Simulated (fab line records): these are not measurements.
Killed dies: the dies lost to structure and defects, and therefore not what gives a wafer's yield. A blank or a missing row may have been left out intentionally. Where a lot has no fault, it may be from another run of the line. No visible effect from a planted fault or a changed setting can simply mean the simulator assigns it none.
Which of the tools did it?	flow rit_cmos	42 wafers from 14 lots sampled at 2 of the route's 202 steps

## WHAT EACH GAUGE READ, for each wafer
No reading from a measuring or inspecting step in the record can be judged against a usual standard deviation.

## EACH LOT AND THE TOOL THAT RAN IT (in order: tool; ch and the chambers of the sampled wafers; start)
lot	RIT_M1_METAL_ETCH_12	RIT_M1_PROBE_99
L477	rie_metal-03 ch 0,1, day 4 07:41	prober-02, day 4 10:00
L479	rie_metal-04 ch 0,1, day 5 02:05	prober-01, day 5 04:25
L482	rie_metal-03 ch 0,1, day 5 14:28	prober-01, day 5 16:46
L480	rie_metal-04 ch 0, day 5 14:47	prober-02, day 5 18:20
L483	rie_metal-02 ch 0, day 6 04:31	prober-01, day 6 06:49
L484	rie_metal-04 ch 0,1, day 6 04:46	prober-01, day 6 08:16
L481	rie_metal-03 ch 0,1, day 6 04:49	prober-02, day 6 08:25
L487	rie_metal-04 ch 0,1, day 6 14:30	prober-02, day 6 17:26
L491	rie_metal-03 ch 0,1, day 7 04:28	prober-02, day 7 06:46
L492	rie_metal-02 ch 0,1, day 7 08:29	prober-01, day 7 10:47
L493	rie_metal-03 ch 0,1, day 7 09:07	prober-02, day 7 12:14
L495	rie_metal-02 ch 0,1, day 7 17:13	prober-02, day 7 19:31
L496	rie_metal-03 ch 0,1, day 7 21:09	prober-01, day 7 23:29
L499	rie_metal-03 ch 0,1, day 8 07:16	prober-02, day 8 09:31
- RIT_M1_METAL_ETCH_12: etches Al in Cl2/BCl3, stops on SiO2, time 165 s, target depth 600 nm.
- RIT_M1_PROBE_99

## AS READ BY THE TOOLS THEMSELVES (means over the sampled wafers that have a number; for cases with no such wafer, the mark the record gives instead)
RIT_M1_METAL_ETCH_12.
lot	tool	drypump_motor_current_A (A)	oes_product_au (a.u.)	rf_fwd_power_W (W)	throttle_valve_pct (%)
L477	rie_metal-03	6.0	0.773	249.3	8.35
L479	rie_metal-04	5.4	0.787	249.7	8.24
L482	rie_metal-03	6.1	0.789	249.2	8.34
L480	rie_metal-04	5.7	0.779	248.3	8.29
L483	rie_metal-02	5.0	0.758	249.7	8.16
L484	rie_metal-04	5.2	0.793	259.2	8.21
L481	rie_metal-03	6.1	0.777	249.2	8.24
L487	rie_metal-04	5.5	0.788	269.5	8.23
L491	rie_metal-03	6.1	0.781	249.0	8.25
L492	rie_metal-02	5.2	0.783	249.2	8.26
L493	rie_metal-03	6.1	0.787	249.7	8.25
L495	rie_metal-02	5.4	0.769	249.2	8.35
L496	rie_metal-03	6.0	0.783	249.6	8.35
L499	rie_metal-03	6.1	0.786	249.1	8.34

RIT_M1_PROBE_99.
lot	tool	defect_limited_yield (%)	killed_at_contacts	killed_at_front_end	killed_dies	killed_open	killed_short	sort_bin_3_pad_short (%)	sort_bin_5_function (%)	sort_bin_6_memory (%)	sort_n_pass	sort_yield_pct (%)
L477	prober-02	97.3	0.0	7	7	3.3	3.7	0.0	2.2	0.5	257	97.3
L479	prober-01	97.2	0.0	7	7	4.3	3.0	0.0	1.5	1.3	257	97.2
L482	prober-01	97.7	0.0	6	6	3.0	3.0	0.0	1.4	0.9	258	97.7
L480	prober-02	98.0	0.3	5	5	2.3	3.0	0.1	1.3	0.6	259	98.0
L483	prober-01	96.5	0.0	9	9	4.7	4.7	0.1	2.0	1.4	255	96.5
L484	prober-01	97.5	0.0	7	7	3.3	3.3	0.0	1.9	0.6	257	97.5
L481	prober-02	98.0	0.0	5	5	1.3	4.0	0.0	1.1	0.9	259	98.0
L487	prober-02	97.5	0.0	7	7	4.3	2.3	0.1	1.4	1.0	257	97.5
L491	prober-02	98.4	0.0	4	4	1.7	2.7	0.1	1.0	0.5	260	98.4
L492	prober-01	96.8	0.0	8	8	5.0	3.3	0.1	1.7	1.4	256	96.8
L493	prober-02	97.6	0.0	6	6	3.7	2.7	0.1	1.6	0.6	258	97.6
L495	prober-02	97.3	0.0	7	7	3.0	4.0	0.3	1.0	1.4	257	97.3
L496	prober-01	98.2	0.0	5	5	2.7	2.0	0.0	1.2	0.5	259	98.2
L499	prober-02	96.8	0.0	8	8	3.0	5.3	0.4	1.4	1.4	256	96.8

## THE ANSWER, worked out from the rows above alone
Rule: the usual values come from the lots themselves. The widest of any qualifying gaps counts: lots, ordered by their means at a reading, are off when they make up no more than a third of the lots, leave a main group of 4 or more, and stand apart from it by 3 or more times the standard deviation of that group's means. The tables above print the reading to a certain number of digits; a main group whose means all agree to those digits is not used. Also off: a lot with no number at a reading for which 4 or more lots have one. All remaining lots with rows at the step are treated as sound. After the gauges, taken in route order, come the tools' own readings; for these a lot's mean is taken, as printed above. At the first step where some lot is off, the reading lying furthest off is the one used; lots without a number count as furthest.
Off: L484, L487 (RIT_M1_METAL_ETCH_12, rf_fwd_power_W). The main group has a mean of 249.3 W with a standard deviation of 0.38.
A tool fits if, at that step or a process step before it, it ran every lot that is off, and no sound lot after the first of them. One fits: rie_metal-04 at RIT_M1_METAL_ETCH_12. Its last sound lot is L480 (day 5 14:47), its first lot that is off L484 (day 6 04:46): a fault that began between those two fits.
On the lots that are off, the tool's own readings at RIT_M1_METAL_ETCH_12 differ by more than 5 times the standard deviation of the sound lots' means, which bears it out; rf_fwd_power_W reads 264.4 W there versus 249.3 W on the sound lots.

## WHAT THE SIMULATOR HAD INSERTED
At RIT_M1_METAL_ETCH_12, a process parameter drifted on rie_metal-04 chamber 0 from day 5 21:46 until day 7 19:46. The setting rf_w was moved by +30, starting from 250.
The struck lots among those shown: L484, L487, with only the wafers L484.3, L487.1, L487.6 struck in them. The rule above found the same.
